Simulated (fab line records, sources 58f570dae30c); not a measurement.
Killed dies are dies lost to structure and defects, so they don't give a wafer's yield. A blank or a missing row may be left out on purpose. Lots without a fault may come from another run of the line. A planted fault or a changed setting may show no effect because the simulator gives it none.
Chamber matching | flow berkeley_cmos170 | UCB170_M2_ETCH_17 on rie_diel-04: 4 sister chambers
The step etches BARC in N2/H2. 4 wafers are shown with their chamber, then 7 later ones without.

WAFERS WITH THEIR CHAMBER
wafer  | chamber | throttle_valve_pct (%)
L379.5 | 0       | 13.19
L385.1 | 2       | 13.46
L384.1 | 1       | 13.36
L384.4 | 3       | 13.00

WAFERS WITHOUT THEIR CHAMBER
wafer  | throttle_valve_pct (%)
L384.5 | 13.19
L387.1 | 13.17
L387.2 | 13.35
L387.6 | 13.18
L391.1 | 13.45
L391.2 | 13.35
L391.4 | 13.18

WHICH CHAMBER EACH WENT THROUGH
wafer  | from the rows above | in truth
L384.5 | 0                   | 0
L387.1 | 0                   | 0
L387.2 | 1                   | 1
L387.6 | 0                   | 0
L391.1 | 2                   | 2
L391.2 | 1                   | 1
L391.4 | 0                   | 0
Placed correctly: 7 of 7. Can't be placed from these rows: 0. Placed wrongly: 0.
How it was worked out, from the rows above alone: a wafer's distance from a chamber is the root of the sum, over the readings, of the square of ((its reading less the chamber's mean) divided by the reading's scatter). The wafer belongs to the nearest chamber; if the next one is less than 2 further off, it can't be placed. A chamber's mean is the mean of its shown wafers. The scatter: with one shown wafer a chamber, the root of the mean of the squares of how far each hidden wafer lies from its nearest shown one.
